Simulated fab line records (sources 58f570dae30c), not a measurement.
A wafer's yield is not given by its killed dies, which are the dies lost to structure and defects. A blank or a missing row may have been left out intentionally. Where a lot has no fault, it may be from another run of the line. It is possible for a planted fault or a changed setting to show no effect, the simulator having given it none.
Which tool was responsible? / flow berkeley-cmos170 / 7 lots, 21 wafers sampled, at 3 steps of a route of 331

## WHAT THE GAUGES READ, wafer by wafer
UCB170_V1_CD_MEAS_90 targets a cd of 700 nm.
lot=L948; measured=day 7 06:42; on=cd-sem-02; cd-nm (nm)=700.4 702.0 698.8
lot=L951; measured=day 8 04:17; on=cd-sem-01; cd-nm (nm)=701.9 702.1 701.1
lot=L952; measured=day 8 03:49; on=cd-sem-02; cd-nm (nm)=700.2 700.5 699.8
lot=L954; measured=day 8 13:25; on=cd-sem-02; cd-nm (nm)=699.9 700.7 700.1
lot=L957; measured=day 9 03:49; on=cd-sem-02; cd-nm (nm)=700.3 700.8 699.1
lot=L962; measured=day 10 18:55; on=cd-sem-01; cd-nm (nm)=698.1 698.1 700.8
lot=L965; measured=day 11 13:08; on=cd-sem-02; cd-nm (nm)=699.9 701.5 701.4

## TOOL THAT RAN EACH LOT (tool first, then ch and the chambers of the sampled wafers, then the start)
lot=L948; UCB170_NWELL_STRIP_15=plasma-asher-04 ch 0,1, day 2 17:37; UCB170_V1_CLEAN_05=wet-bench-02 ch 2, day 7 04:32
lot=L951; UCB170_NWELL_STRIP_15=plasma-asher-02 ch 0,1, day 3 07:38; UCB170_V1_CLEAN_05=wet-bench-01 ch 1, day 8 02:28
lot=L952; UCB170_NWELL_STRIP_15=plasma-asher-02 ch 0,1, day 3 13:23; UCB170_V1_CLEAN_05=wet-bench-04 ch 0, day 8 02:10
lot=L954; UCB170_NWELL_STRIP_15=plasma-asher-02 ch 0,1, day 3 23:00; UCB170_V1_CLEAN_05=wet-bench-04 ch 2, day 8 11:25
lot=L957; UCB170_NWELL_STRIP_15=plasma-asher-02 ch 1, day 4 11:08; UCB170_V1_CLEAN_05=wet-bench-01 ch 0, day 9 02:05
lot=L962; UCB170_NWELL_STRIP_15=plasma-asher-02 ch 0,1, day 5 15:02; UCB170_V1_CLEAN_05=wet-bench-02 ch 2, day 10 17:15
lot=L965; UCB170_NWELL_STRIP_15=plasma-asher-04 ch 0,1, day 6 01:37; UCB170_V1_CLEAN_05=wet-bench-04 ch 1, day 11 11:32
- UCB170_NWELL_STRIP_15: strips in O2.
- UCB170_V1_CLEAN_05: cleans in DIW.

## THE ANSWER, worked out from the rows above alone
Rule: what is usual is taken from the lots themselves. The widest of any qualifying gaps counts: lots, ordered by their means at a reading, are off when they make up no more than a third of the lots, leave a main group of 4 or more, and stand apart from it by 3 or more times the standard deviation of that group's means. Not used: any main group whose means are identical at the precision the tables above print for the reading. Also off: a lot with no number at a reading for which 4 or more lots have one. The other lots that the step has rows for count as sound.
No lot is off on any of the readings shown, so nothing can be concluded from this.

## WHAT HAD BEEN PUT IN BY THE SIMULATOR
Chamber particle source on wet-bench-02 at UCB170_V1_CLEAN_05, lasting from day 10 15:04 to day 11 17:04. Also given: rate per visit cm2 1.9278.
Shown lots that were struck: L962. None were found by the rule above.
